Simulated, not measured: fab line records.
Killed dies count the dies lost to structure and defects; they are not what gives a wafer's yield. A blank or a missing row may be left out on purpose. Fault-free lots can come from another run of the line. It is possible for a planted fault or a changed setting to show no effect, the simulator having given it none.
Struck lot and sound lot, side by side    flow rit cmos    14 out of 202 route steps
Sound: the wafers L281.1, L281.5, L281.6. Wafers struck: L286.4, L286.5, L286.6. The cause is given at the end.
At each step with rows: each side's tool, then ch and its chambers, then its first start. Under that, the readings that differ: sound wafers    struck wafers    difference of the means    sigmas: that difference in standard deviations of wafers without a fault.
alike: a reading whose means differ by less than 2 such deviations, as well as words and numbers matching on both sides. not compared: withheld readings; readings where some wafer has no value; bounds like >300 that might hide an equal value; numbers whose values overlap and for which the record gives no deviation.
A row with sigmas, a row that says differs or no value, or rows on one side alone: a step with any of these is where the two part. Numbers that have no deviation but don't overlap get no sigmas and don't part them. A reading missing from all wafers of one side parts the sides only when that side holds two or more wafers.

first, 3 steps without rows for these wafers: RIT_GATE_CLEAN_02 (cleans in dHF, time 30 s); RIT_GATE_CLEAN_03 (cleans in SC2, time 600 s); RIT_GATE_CLEAN_04 (cleans in dHF, time 58.39 s).
RIT_FOX2_THK_MEAS_91:
  sound on film metro-01, day 4 06:00; struck on film metro-02, day 5 01:29
  alike: FIELD_OXIDE_LEFT_2_THK
then, 2 steps without rows for these wafers: RIT_GATE_OXIDATION_05 (target thk 3 nm, ox time 270 s); RIT_GATE_ANNEAL_06 (time 600 s).
RIT_GATE_THK_MEAS_07:
  sound on film metro-03, day 4 07:23; struck on film metro-02, day 5 03:32
  alike: GATE_OXIDE_THK
then, 1 step without rows for these wafers: RIT_GATE_CVD_08 (deposits poly-Si from SiH4, target thk 250 nm, time 2220 s).
RIT_GATE_THK_MEAS_09:
  sound on film metro-01, day 4 09:04; struck on film metro-02, day 5 06:35
reading             sound              struck             difference  sigmas
GATE_POLY_THK (nm)  254.6 252.0 252.6  243.4 242.6 243.4  -9.9        -3
then, 3 steps without rows for these wafers: RIT_GATE_HMDS_10 (prime time 60 s); RIT_GATE_COAT_11 (resist thk 850 nm); RIT_GATE_SOFTBAKE_12 (time 60 s).
RIT_GATE_EXPOSE_13: exposes mask M6, target cd 150 nm.
  struck on iline stepper-01, day 5 07:14; sound on iline stepper-01 ch 0, day 4 09:45
  no value came back on the struck wafers for exposure dose mJ cm2, focus offset nm (nm), stage vel mm s (mm/s); on the sound wafers exposure dose mJ cm2 reads 380.2 379.9 379.6
  alike: mask
after that, 1 step had no rows for these wafers: RIT_GATE_PEB_14.

== WHERE THEY PART ==
At RIT_GATE_THK_MEAS_09 first; at RIT_GATE_EXPOSE_13 last (within this record only).

WHY: what had been put in by the simulator
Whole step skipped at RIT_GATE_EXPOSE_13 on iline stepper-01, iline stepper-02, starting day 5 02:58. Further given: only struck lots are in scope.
